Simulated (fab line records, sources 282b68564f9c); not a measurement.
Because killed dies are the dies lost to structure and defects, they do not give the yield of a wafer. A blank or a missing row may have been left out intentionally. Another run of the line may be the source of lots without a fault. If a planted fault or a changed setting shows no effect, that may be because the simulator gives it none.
Split-lot trial + flow rit cmos + route with 202 steps; 5 lots, 27 wafers read

== SPLIT DETAILS ==
At RIT_SPACER_CVD_03 (deposits Si3N4 from SiH2Cl2/NH3, target thk 250 nm, time 3300 s), the setting time s was moved away from the recipe's 3300 s on 24 of the 27 wafers read, by -46.4% to +50.8%. For the rest of the wafers, this setting stayed at what the recipe calls for.

== FROM SPLIT TO READING: 1 step shown by the file between the two ==
- RIT_SPACER_THK_MEAS_04

== THE READING ==
oes product au, in a.u., at RIT_SPACER_ETCHBACK_05 (etches Si3N4 in SF6/CHF3, stops on SiO2, target depth 250 nm, time 240 s). Fault-free wafers of this fab line usually give 0.848 a.u., standard deviation 0.015 a.u.

| wafer  | tool, chamber at the split | time s as run, s | against the recipe | oes product au, a.u. | against lot-mates on the recipe |
|--------|----------------------------|------------------|--------------------|----------------------|---------------------------------|
| L075.1 | -, -                       | 1770             | -46.4%             | 0.571                | no lot-mate on the recipe       |
| L075.2 | -, -                       | 1770             | -46.4%             | 0.562                | no lot-mate on the recipe       |
| L075.3 | -, -                       | 1770             | -46.4%             | 0.556                | no lot-mate on the recipe       |
| L075.4 | -, -                       | 1770             | -46.4%             | 0.570                | no lot-mate on the recipe       |
| L075.5 | -, -                       | 1770             | -46.4%             | 0.587                | no lot-mate on the recipe       |
| L075.6 | -, -                       | 1770             | -46.4%             | 0.560                | no lot-mate on the recipe       |
| L078.3 | lpcvd-01, 1                | 3300             | recipe             | 0.849                | -                               |
| L078.4 | lpcvd-01, 1                | 3300             | recipe             | 0.863                | -                               |
| L078.6 | lpcvd-01, 1                | 3300             | recipe             | 0.864                | -                               |
| L080.1 | -, -                       | 2307             | -30.1%             | 0.652                | no lot-mate on the recipe       |
| L080.2 | -, -                       | 2307             | -30.1%             | 0.681                | no lot-mate on the recipe       |
| L080.3 | -, -                       | 2307             | -30.1%             | 0.666                | no lot-mate on the recipe       |
| L080.4 | -, -                       | 2307             | -30.1%             | 0.663                | no lot-mate on the recipe       |
| L080.5 | -, -                       | 2307             | -30.1%             | 0.667                | no lot-mate on the recipe       |
| L080.6 | -, -                       | 2307             | -30.1%             | 0.648                | no lot-mate on the recipe       |
| L082.1 | -, -                       | 4976             | +50.8%             | 1.006                | no lot-mate on the recipe       |
| L082.2 | -, -                       | 4976             | +50.8%             | 1.006                | no lot-mate on the recipe       |
| L082.3 | -, -                       | 4976             | +50.8%             | 0.993                | no lot-mate on the recipe       |
| L082.4 | -, -                       | 4976             | +50.8%             | 0.996                | no lot-mate on the recipe       |
| L082.5 | -, -                       | 4976             | +50.8%             | 1.001                | no lot-mate on the recipe       |
| L082.6 | -, -                       | 4976             | +50.8%             | 0.993                | no lot-mate on the recipe       |
| L085.1 | -, -                       | 2596             | -21.3%             | 0.718                | no lot-mate on the recipe       |
| L085.2 | -, -                       | 2596             | -21.3%             | 0.726                | no lot-mate on the recipe       |
| L085.3 | -, -                       | 2596             | -21.3%             | 0.697                | no lot-mate on the recipe       |
| L085.4 | -, -                       | 2596             | -21.3%             | 0.725                | no lot-mate on the recipe       |
| L085.5 | -, -                       | 2596             | -21.3%             | 0.721                | no lot-mate on the recipe       |
| L085.6 | -, -                       | 2596             | -21.3%             | 0.724                | no lot-mate on the recipe       |

FIT RESULTS
A straight line over all 27 wafers: oes product au changes by +0.00436 a.u. for each +1% of time s; r = +0.98; the points scatter about the line by 0.029 a.u.
Too few moved wafers with a lot-mate on the recipe to fit a line net of each lot's own level.

== THE WHOLE CHAIN: every reading that the file lists as answering this split, in the file's order ==
| step                   | what it does                                                             | reading                                                                        | change (the file's fit)                   | r (the file's) |
|------------------------|--------------------------------------------------------------------------|--------------------------------------------------------------------------------|-------------------------------------------|----------------|
| RIT_SPACER_CVD_03      | deposits Si3N4 from SiH2Cl2/NH3, target thk 250 nm, time 3300 s          | Si3N4_of_SPACER_CVD_03.thk nm (the simulator's own value, which no gauge read) | +2.49 nm for each +1% of the setting      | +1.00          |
| RIT_SPACER_THK_MEAS_04 |                                                                          | SPACER_NITRIDE_THK                                                             | +2.49 for each +1% of the setting         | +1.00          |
| RIT_SPACER_ETCHBACK_05 | etches Si3N4 in SF6/CHF3, stops on SiO2, target depth 250 nm, time 240 s | oes product au                                                                 | +0.00436 a.u. for each +1% of the setting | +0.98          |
| RIT_SPACER_ETCHBACK_05 | etches Si3N4 in SF6/CHF3, stops on SiO2, target depth 250 nm, time 240 s | etch.depth nm (the simulator's own value, which no gauge read)                 | +1.77 nm for each +1% of the setting      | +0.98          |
| RIT_SPACER_ETCHBACK_05 | etches Si3N4 in SF6/CHF3, stops on SiO2, target depth 250 nm, time 240 s | Si3N4_of_SPACER_CVD_03.thk nm (the simulator's own value, which no gauge read) | +1.96 nm for each +1% of the setting      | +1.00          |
| RIT_M1_PROBE_99        |                                                                          | etest.pldd.width nm (the simulator's own value, which no gauge read)           | -3.76 nm for each +1% of the setting      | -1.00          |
| RIT_M1_PROBE_99        |                                                                          | etest.pplus sal.width nm (the simulator's own value, which no gauge read)      | -3.91 nm for each +1% of the setting      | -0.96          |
| RIT_M1_PROBE_99        |                                                                          | etest.nplus sal.width nm (the simulator's own value, which no gauge read)      | -3.93 nm for each +1% of the setting      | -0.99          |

== THE FILE'S OWN FIT ==
oes product au changes by +0.00436 a.u. for each +1% of time s, r = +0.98.
